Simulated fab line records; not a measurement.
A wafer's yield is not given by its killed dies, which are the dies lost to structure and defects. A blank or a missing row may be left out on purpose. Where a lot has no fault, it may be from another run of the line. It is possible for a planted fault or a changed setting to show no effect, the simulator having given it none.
Matching of chambers	flow berkeley-cmos170	UCB170_ZERO_ETCH_06 on rie-diel-02: 4 sister chambers
The step etches SiO2 in CHF3/CF4/Ar, time 12 s. 4 wafers are shown with their chamber, then 8 later ones without.

== WAFERS, EACH WITH ITS CHAMBER ==
wafer	chamber	drypump-motor-current-A (A)
L077.6	3	5.63
L086.1	1	5.61
L086.6	0	6.13
L088.1	2	6.10

== WAFERS MISSING THEIR CHAMBER ==
wafer	drypump-motor-current-A (A)
L088.2	5.65
L088.3	5.61
L090.2	6.07
L090.5	5.62
L090.6	6.13
L091.3	6.13
L091.4	5.63
L091.5	5.60

== THE CHAMBER EACH PASSED THROUGH ==
wafer	from the rows above	in truth
L088.2	can't be placed: 3 or 1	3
L088.3	can't be placed: 1 or 3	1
L090.2	2	2
L090.5	can't be placed: 1 or 3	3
L090.6	0	0
L091.3	0	0
L091.4	can't be placed: 3 or 1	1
L091.5	can't be placed: 1 or 3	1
Correctly placed: 3 of 8. Can't be placed from these rows: 5 (the true chamber is among the candidates in 5). Number placed wrongly: 0.
How it was worked out, from the rows above alone: a wafer's distance from a chamber is the root of the sum, over the readings, of the square of ((its reading less the chamber's mean) divided by the reading's scatter). If the next closest chamber is less than 2 further off than the closest, the wafer can't be placed; otherwise it belongs to the closest. A chamber's mean is the mean of its shown wafers. The scatter (one wafer shown for each chamber): square how far every hidden wafer sits from the nearest shown wafer, average those squares and take the square root.
